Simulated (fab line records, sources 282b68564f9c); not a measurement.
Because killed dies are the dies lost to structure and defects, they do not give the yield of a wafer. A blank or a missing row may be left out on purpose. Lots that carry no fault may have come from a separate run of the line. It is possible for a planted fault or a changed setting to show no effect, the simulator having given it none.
fab line records + flow rit_cmos
record
- lots=15
- wafers=45
- last_day=7
route steps=202 shown CONTACT@179
lots that met no fault: from a run of the same line without faults
start_h: hours from the record's opening day to when the first of the lot's shown wafers began + wait_h: time in hours since the lot's previous step + " same as the row above + L1.1+2: one row covering several wafers at once + - no value present, or no start provided + * or withheld: withheld + < > ~ a bound
route shown NAME@n: a module of which the file shows steps, and the number in the route of the first + usual: mean/standard deviation of fault-free wafers + same: alike in all rows + chamber/n: place in a boat + sites: per-site readings + _std_site: the values' standard deviation + _edge_site: outer sites' mean less inner sites' + radius_mm: how far each site lies from the wafer's centre + mask NAME#n: copy n + behind: the most recent tool/chamber to have shaped the wafer + hold: why the lot went on hold/how many hours it stayed there/how the hold came to an end + device: the transistor (n, p or np) that didn't switch + end of line: the tests these same wafers got at the end of their route + for a step that has no rows: nothing shown but its recipe + killed: at the first sort, the dies lost to defects and structure; wafer yield is something else + map: dies across one wafer; x = killed, . = not, _ = none there
set.NAME: the run value of the setting; set.NAME@STEP: its run value at that earlier step + model.NAME: the simulator's own value behind a step, which no gauge read
one table for each step of the route and one row for each wafer, over a sample of lots
services: the hour from which a tool's chamber was out of use, counted from the record's first day as start_h (under 0 if before that day), plus the number of hours and why
## steps
# step RIT_CONTACT_ETCH_11
# recipe
- target_depth_a=4800
- over_etch_frac=0.2
- stop_on=TiSi2
- chemistry=CHF3/CF4/Ar
- target=SiO2
- CHF3_flow_sccm=50
- cf4_flow_sccm=10
- Ar_flow_sccm=100
- O2_flow_sccm=5
- pressure_mtorr=100
- rf_w=200
- time_s=320
# usual
- CHF3_flow_sccm=49.96/0.14
- O2_flow_sccm=5.001/0.016
- drypump_motor_current_A=5.5/0.39
- mfc_ar_sccm=100.0/0.33
- oes_product_au=0.982/0.013
- throttle_valve_pct=8.89/0.13
| lot.wafer | tool        | chamber | start_h | wait_h | CHF3_flow_sccm | O2_flow_sccm | drypump_motor_current_A | mfc_ar_sccm | oes_product_au | rf_hours_counter_h | throttle_valve_pct |
|-----------|-------------|---------|---------|--------|----------------|--------------|-------------------------|-------------|----------------|--------------------|--------------------|
| L941.2    | rie_diel-02 | 3       | 57.55   | 0.1    | 49.91          | 5.027        | 5.2                     | 100.2       | 0.966          | 116                | 9.11               |
| L941.3    | "           | 0       | "       | "      | 49.98          | 5.002        | 5.8                     | 100.8       | 0.971          | 140                | 8.94               |
| L941.4    | "           | 1       | "       | "      | 50.08          | 5.002        | 5.2                     | 100.0       | 0.981          | 27                 | 8.84               |
| L943.1    | rie_diel-04 | 3       | 67.15   | 0.1    | 50.06          | 4.984        | 5.8                     | 100.4       | 0.969          | 43                 | 8.64               |
| L943.2    | "           | 0       | "       | "      | 49.94          | 5.011        | 6.3                     | 99.7        | 1.009          | 7                  | 8.97               |
| L943.5    | "           | 2       | "       | "      | 49.83          | 4.988        | 5.6                     | 99.8        | 0.978          | -                  | 8.93               |
| L946.1    | rie_diel-02 | 3       | 81.29   | 0.1    | 49.88          | 5.031        | 5.3                     | 99.9        | 0.970          | 116                | 9.11               |
| L946.3    | "           | 1       | "       | "      | 50.11          | 4.988        | 5.2                     | 101.2       | 0.988          | 27                 | 8.85               |
| L946.6    | "           | 0       | "       | "      | 50.21          | 5.026        | 5.9                     | 99.8        | 0.956          | -                  | 8.93               |
| L947.3    | rie_diel-03 | 3       | 87.79   | 0.1    | 50.01          | 5.003        | 5.6                     | 100.2       | 0.984          | 132                | 8.91               |
| L947.4    | "           | 0       | "       | "      | 49.95          | 5.002        | 5.7                     | 99.9        | 0.995          | 107                | 8.93               |
| L947.6    | "           | 1       | "       | "      | 49.75          | 5.015        | 4.9                     | 100.7       | 0.979          | -                  | 8.91               |
| L948.3    | rie_diel-02 | 0       | 92.52   | 0.1    | -              | -            | -                       | -           | -              | -                  | -                  |
| L948.4    | "           | 1       | "       | "      | -              | -            | -                       | -           | -              | -                  | -                  |
| L948.6    | "           | 3       | "       | "      | -              | -            | -                       | -           | -              | -                  | -                  |
| L949.3    | rie_diel-02 | 3       | 98.21   | 0.1    | -              | -            | -                       | -           | -              | -                  | -                  |
| L949.4    | "           | 0       | "       | "      | -              | -            | -                       | -           | -              | -                  | -                  |
| L949.5    | "           | 3       | "       | "      | -              | -            | -                       | -           | -              | -                  | -                  |
| L950.2    | rie_diel-04 | 2       | 103.09  | 0.1    | -              | -            | -                       | -           | -              | -                  | -                  |
| L950.4    | "           | 0       | "       | "      | -              | -            | -                       | -           | -              | -                  | -                  |
| L950.5    | "           | 1       | "       | "      | -              | -            | -                       | -           | -              | -                  | -                  |
| L951.1    | rie_diel-02 | 2       | 106.46  | 0.1    | 49.69          | 5.012        | 5.6                     | 99.9        | 0.993          | 113                | 8.65               |
| L951.3    | "           | 0       | "       | "      | 49.79          | 5.002        | 5.9                     | 100.0       | 0.958          | 141                | 8.90               |
| L951.4    | "           | 3       | "       | "      | 50.08          | 4.983        | 5.3                     | 100.0       | 0.958          | -                  | 9.11               |
| L953.3    | rie_diel-04 | 2       | 121.19  | 0.1    | 49.94          | 4.999        | 5.6                     | 100.2       | 0.975          | 13                 | 8.94               |
| L953.4    | "           | 3       | "       | "      | 49.62          | 4.956        | 5.8                     | 99.8        | 0.979          | 44                 | 8.64               |
| L953.5    | "           | 2       | "       | "      | 49.80          | 4.978        | 5.6                     | 100.4       | 0.978          | -                  | 8.94               |
| L957.1    | rie_diel-03 | 3       | 136.88  | 0.1    | 50.10          | 4.995        | 5.6                     | 100.3       | 0.983          | 132                | 8.90               |
| L957.2    | "           | 0       | "       | "      | 49.86          | 4.954        | 5.7                     | 100.1       | 0.985          | 108                | 8.94               |
| L957.5    | "           | 0       | "       | "      | 49.81          | 4.994        | 5.7                     | 100.2       | 0.990          | -                  | 8.93               |
| L958.1    | rie_diel-04 | 2       | 141.46  | 0.1    | 49.82          | 4.989        | 5.6                     | 99.6        | 0.977          | 13                 | 8.95               |
| L958.4    | "           | 3       | "       | "      | 49.99          | 5.000        | 5.8                     | 99.8        | 0.979          | 44                 | 8.65               |
| L958.6    | "           | 2       | "       | "      | 49.85          | 4.965        | 5.6                     | 99.8        | 0.982          | -                  | 8.94               |
| L959.3    | rie_diel-04 | 2       | 148.15  | 0.1    | 50.22          | 4.998        | 5.6                     | 100.2       | 0.980          | 14                 | 8.95               |
| L959.4    | "           | 1       | "       | "      | 50.27          | 5.014        | 5.3                     | 99.6        | 1.002          | 4                  | 8.95               |
| L959.5    | "           | 0       | "       | "      | 49.85          | 5.005        | 6.3                     | 99.3        | 1.002          | -                  | 8.96               |
| L960.4    | rie_diel-03 | 1       | 156.47  | 0.1    | 50.02          | 4.976        | 4.9                     | 99.9        | 0.976          | 140                | 8.90               |
| L960.5    | "           | 2       | "       | "      | 50.06          | 4.987        | 4.8                     | 100.0       | 0.985          | -                  | 8.79               |
| L960.6    | "           | 3       | "       | "      | 50.02          | 5.013        | 5.6                     | 100.0       | 0.978          | -                  | 8.90               |
| L961.3    | rie_diel-02 | 1       | 161.69  | 0.1    | 49.77          | 4.987        | 5.2                     | 100.2       | 0.987          | 28                 | 8.86               |
| L961.5    | "           | 2       | "       | "      | 49.96          | 5.027        | 5.6                     | 100.0       | 0.998          | -                  | 8.66               |
| L961.6    | "           | 3       | "       | "      | 49.65          | 5.005        | 5.2                     | 99.6        | 0.960          | -                  | 9.11               |
| L962.1    | rie_diel-03 | 2       | 164.05  | 0.1    | 49.66          | 4.998        | 4.8                     | 100.0       | 0.981          | 43                 | 8.77               |
| L962.4    | "           | 0       | "       | "      | 50.08          | 5.003        | 5.7                     | 100.2       | 0.994          | 108                | 8.93               |
| L962.5    | "           | 3       | "       | "      | 49.94          | 4.983        | 5.6                     | 100.7       | 0.982          | -                  | 8.92               |
# step RIT_CONTACT_CD_MEAS_90
# recipe
- target_cd_nm=1000
# usual
- cd_nm=999.2/2.3
| lot.wafer | tool      | chamber | start_h | wait_h | cd_nm  |
|-----------|-----------|---------|---------|--------|--------|
| L941.2    | cd_sem-02 | -       | 57.94   | 0.1    | 998.9  |
| L941.3    | "         | -       | "       | "      | 998.5  |
| L941.4    | "         | -       | "       | "      | 998.0  |
| L943.1    | cd_sem-02 | -       | 67.52   | 0.1    | 995.6  |
| L943.2    | "         | -       | "       | "      | 997.4  |
| L943.5    | "         | -       | "       | "      | 997.5  |
| L946.1    | cd_sem-02 | -       | 81.66   | 0.1    | 1000.8 |
| L946.3    | "         | -       | "       | "      | 1000.1 |
| L946.6    | "         | -       | "       | "      | 999.3  |
| L947.3    | cd_sem-01 | -       | 88.20   | 0.1    | 998.9  |
| L947.4    | "         | -       | "       | "      | 999.0  |
| L947.6    | "         | -       | "       | "      | 1000.3 |
| L948.3    | cd_sem-01 | -       | 92.93   | 0.1    | -      |
| L948.4    | "         | -       | "       | "      | -      |
| L948.6    | "         | -       | "       | "      | -      |
| L949.3    | cd_sem-01 | -       | 98.62   | 0.1    | -      |
| L949.4    | "         | -       | "       | "      | -      |
| L949.5    | "         | -       | "       | "      | -      |
| L950.2    | cd_sem-02 | -       | 103.48  | 0.1    | -      |
| L950.4    | "         | -       | "       | "      | -      |
| L950.5    | "         | -       | "       | "      | -      |
| L951.1    | cd_sem-01 | -       | 106.83  | 0.1    | 998.4  |
| L951.3    | "         | -       | "       | "      | 998.1  |
| L951.4    | "         | -       | "       | "      | 999.1  |
| L953.3    | cd_sem-01 | -       | 121.60  | 0.1    | 997.9  |
| L953.4    | "         | -       | "       | "      | 999.6  |
| L953.5    | "         | -       | "       | "      | 998.5  |
| L957.1    | cd_sem-02 | -       | 137.25  | 0.1    | 1000.8 |
| L957.2    | "         | -       | "       | "      | 1001.4 |
| L957.5    | "         | -       | "       | "      | 998.9  |
| L958.1    | cd_sem-02 | -       | 141.83  | 0.1    | 1000.5 |
| L958.4    | "         | -       | "       | "      | 1000.5 |
| L958.6    | "         | -       | "       | "      | 997.6  |
| L959.3    | cd_sem-02 | -       | 148.56  | 0.1    | 1000.1 |
| L959.4    | "         | -       | "       | "      | 999.2  |
| L959.5    | "         | -       | "       | "      | 1000.8 |
| L960.4    | cd_sem-02 | -       | 156.90  | 0.1    | 995.2  |
| L960.5    | "         | -       | "       | "      | 996.7  |
| L960.6    | "         | -       | "       | "      | 996.3  |
| L961.3    | cd_sem-02 | -       | 162.10  | 0.1    | 996.5  |
| L961.5    | "         | -       | "       | "      | 996.6  |
| L961.6    | "         | -       | "       | "      | 1001.1 |
| L962.1    | cd_sem-02 | -       | 164.42  | 0.1    | 1000.1 |
| L962.4    | "         | -       | "       | "      | 999.2  |
| L962.5    | "         | -       | "       | "      | 997.4  |
## services
| tool        | chamber | start_h | hours | kind   |
|-------------|---------|---------|-------|--------|
| rie_diel-03 | 0       | 34.12   | 11.2  | repair |
| rie_diel-02 | -       | 37.16   | 0.4   | repair |
| rie_diel-04 | -       | 67.93   | 1.0   | repair |
| rie_diel-04 | -       | 73.75   | 15.6  | pm     |
| rie_diel-02 | 1       | 97.48   | 7.5   | repair |
| rie_diel-02 | 1       | 105.38  | 5.0   | repair |
| rie_diel-02 | 3       | 124.14  | 9.1   | repair |
## key
first_sign
- step=RIT_CONTACT_ETCH_11
- reading=tool_record
- direction=missing
effect
- step=RIT_CONTACT_CD_MEAS_90
- reading=cd_nm
- direction=missing
met_at RIT_CONTACT_ETCH_11
struck_lots L948,L949,L950
later_rows_left_out L948.3,L948.4,L948.6,L949.3,L949.4,L949.5,L950.2,L950.4,L950.5
sort_left_out L948.3,L948.4,L948.6,L949.3,L949.4,L949.5,L950.2,L950.4,L950.5
tester_left_out L948,L949,L950
onset_between 81.29 92.52
fault
- kind=skipped_step_whole
- tool=rie_diel-02,rie_diel-04
- chamber=-
- onset_h=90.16
- steps=RIT_CONTACT_ETCH_11
- scope=struck_lots_only
# tester_left_out: of these lots the tester's yield and bins aren't shown, on N5 and GAA mostly nor the transistor test; their killed dies are dies lost to structure and defects alone, not to doping, threshold or leakage, so they don't give the yield
# sort_left_out: the simulated sort isn't trusted on such a fault, so these wafers' sort isn't shown, and their yield isn't known
# later_rows_left_out: the simulator's readings of these wafers behind a module that went badly wrong aren't trusted and aren't shown, but for the sort
